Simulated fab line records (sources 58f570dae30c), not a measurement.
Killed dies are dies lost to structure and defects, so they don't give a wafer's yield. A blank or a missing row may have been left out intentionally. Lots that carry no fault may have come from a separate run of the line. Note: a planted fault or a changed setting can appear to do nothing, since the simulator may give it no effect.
Problem report in the 8D (eight disciplines) form, filled by code + flow berkeley-cmos170 + the parts of the form that need people (team, actions taken, sign-off) are left out

1. THE PROBLEM
Wafers without a fault read 100.00 C, standard deviation 0.16; prime-temp-c at UCB170_PVT_HMDS_00 reads a mean of 102.22 C on 9 wafers belonging to 3 lots. That puts it +14 standard deviations away from the usual mean.
The step: prime time 60 s.
Seen first at day 9 00:31 on litho-track-01, wafer L502.3. The record has a number at this step for 45 wafers belonging to 15 lots. Rule for "out" (also "out of limits"): further than 4 standard deviations from the usual mean. Any other wafer with a number is counted as sound.

2. WHAT IT IS, AND WHAT IT ISN'T
| question                    | is                     | is not                                                                    |
|-----------------------------|------------------------|---------------------------------------------------------------------------|
| which readings at this step | prime-temp-c           | -                                                                         |
| which lots                  | L502, L504, L507       | L486, L487, L489, L492, L494, L495, L497, L499, L500, L503, L506, L508    |
| which wafers of those lots  | all that have a number | -                                                                         |
| read on which tools         | litho-track-01         | litho-track-02, litho-track-04                                            |
| when                        | from day 9 00:31       | up to then (30 sound wafers); but 6 sound wafers of L506, L508 came after |

3. THE SUSPECTS, EACH WITH WHAT RULES IT OUT
Counting: any tool at a process step up to the reading is kept as a suspect provided that every lot that is out went through it and no sound lot did after the first of them.
- litho-track-01 at UCB170_PVT_HMDS_00 (prime time 60 s): kept. It ran every lot that is out, first L502 (day 9 00:31), and no sound lot after that; its last sound lot up to then is L500 (day 8 09:59). On those wafers its own readings are out: prime-temp-c.
Remaining after the count: litho-track-01 at UCB170_PVT_HMDS_00.

4. THE CAUSE (what the simulator had put in)
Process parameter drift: litho-track-01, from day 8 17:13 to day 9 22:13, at UCB170_PVT_HMDS_00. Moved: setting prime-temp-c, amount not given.
Counting left only this tool.

5. SEQUENCE OF EFFECTS, ordered by route
One row per reading whose mean, taken over the struck wafers that have a number, lies over 3 standard deviations from the usual. Only readings for which the record gives a usual standard deviation are gone through. hours: the time from each lot's start at the first step in this table that gives one to its start at this step, as a median over the lots. sigmas: the change in usual standard deviations.
| hours | step               | reading      | usual    | on struck wafers | change | sigmas |
|-------|--------------------|--------------|----------|------------------|--------|--------|
| 0     | UCB170_PVT_HMDS_00 | prime-temp-c | 100.00 C | 102.22           | +2.22  | +14    |
It contains these process steps:
- UCB170_PVT_HMDS_00: prime time 60 s.
Later measuring or inspecting steps at which every struck wafer that the step has a row for has a number for every such reading, and none has moved that far: UCB170_SDANNEAL_RS_MEAS_02, UCB170_M2_RS_MEAS_02, UCB170_V2_OVL_MEAS_13.

6. HOW IT WOULD HAVE BEEN CAUGHT EARLIER
First out-of-limits reading in this record: day 9 00:31, which is 7 hours after fault onset at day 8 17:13.
